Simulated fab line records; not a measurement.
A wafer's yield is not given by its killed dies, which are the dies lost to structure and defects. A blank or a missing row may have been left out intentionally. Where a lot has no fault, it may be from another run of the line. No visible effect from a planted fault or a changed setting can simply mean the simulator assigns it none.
A lot that was struck, set against a sound lot / flow berkeley cmos170 / 16 out of 331 route steps
Sound: these wafers, L814.2, L814.4, L814.5. Wafers struck: L816.1, L816.3, L816.6. Last of all comes the cause.
Per side, at each step with rows, come the tool, then ch with its chambers, and then its first start. Under that, the readings that differ: sound wafers / struck wafers / difference of the means / sigmas: that difference in standard deviations of wafers without a fault.
alike: same words and numbers on both sides, and readings whose means sit less than 2 such deviations apart. not compared: any withheld reading, any reading some wafer has no value for, any bound like >300 that may hide the same value, and any number with overlapping values for which the record gives no deviation.
Wherever a step has rows on one side only, a row that says differs or no value, or a row with sigmas, the two part there. Non-overlapping numbers with no deviation appear without sigmas and do not part them. Lack of a reading on every wafer of one side parts them only where that side has two or more wafers.

UCB170_NVT_OVL_MEAS_06:
  sound: overlay-01 at day 9 18:10; struck: overlay-01 at day 10 02:20
  alike: NVT_OVL
following that, these wafers have no rows for 1 step: UCB170_NVT_IMPLANT_07.
UCB170_NVT_STRIP_08: strips in O2.
  sound on plasma asher-04 ch 0,1, day 9 18:20; struck on plasma asher-04 ch 1, day 10 02:31
  alike: drypump motor current A, oes product au, strip time to endpoint s
  not compared: rf hours counter h
UCB170_NVT_TW_MEAS_09:
  sound: film metro-01 at day 9 18:27; struck: film metro-03 at day 10 02:37
reading=NVT_TW; sound=517 517 518; struck=533 530 531; difference=+14; sigmas=+2
then, 7 steps without rows for these wafers: UCB170_NVT_CLEAN_10 (cleans in SPM, time 600 s); UCB170_PVT_HMDS_00 (prime time 60 s); UCB170_PVT_COAT_01 (resist thk 900 nm); UCB170_PVT_SOFTBAKE_02 (time 60 s); UCB170_PVT_EXPOSE_03 (exposes mask NWELL, target cd 3000 nm); UCB170_PVT_PEB_04; UCB170_PVT_DEVELOP_05 (develop time 45 s).
UCB170_PVT_OVL_MEAS_06:
  sound: overlay-02 at day 9 19:32; struck: overlay-01 at day 10 04:35
  alike: PVT_OVL
UCB170_PVT_IMPLANT_07:
  sound on implanter-04 ch 0, day 9 19:35; struck on implanter-01 ch 0, day 10 04:38
reading=dose ions cm2; sound=2.0008e+12 2.0011e+12 2.0019e+12; struck=1.9998e+13 2.0002e+13 1.9998e+13; difference=+1.7998e+13; sigmas=+99 or more
reading=faraday current uA; sound=6.36 6.53 6.63; struck=64.59 62.72 62.58; difference=+56.79; sigmas=+99 or more
  alike: beam energy keV
UCB170_PVT_STRIP_08: strips in O2.
  sound on plasma asher-02 ch 0,1, day 9 19:43; struck on plasma asher-04 ch 1, day 10 04:47
  alike: drypump motor current A, oes product au, strip time to endpoint s
  not compared: rf hours counter h
UCB170_PVT_TW_MEAS_09:
  sound: film metro-02 at day 9 19:50; struck: film metro-04 at day 10 05:09
reading=PVT_TW; sound=505 508 509; struck=1065 1064 1066; difference=+558; sigmas=+99 or more
  not compared: hold
UCB170_M3_PROBE_99:
  rows exist in the record for the sound wafers here (prober-02, day 12 06:18), none for the struck ones

## WHERE THEY PART
Earliest at UCB170_NVT_TW_MEAS_09; latest, in this record, at UCB170_M3_PROBE_99.

WHY: what had been put in by the simulator
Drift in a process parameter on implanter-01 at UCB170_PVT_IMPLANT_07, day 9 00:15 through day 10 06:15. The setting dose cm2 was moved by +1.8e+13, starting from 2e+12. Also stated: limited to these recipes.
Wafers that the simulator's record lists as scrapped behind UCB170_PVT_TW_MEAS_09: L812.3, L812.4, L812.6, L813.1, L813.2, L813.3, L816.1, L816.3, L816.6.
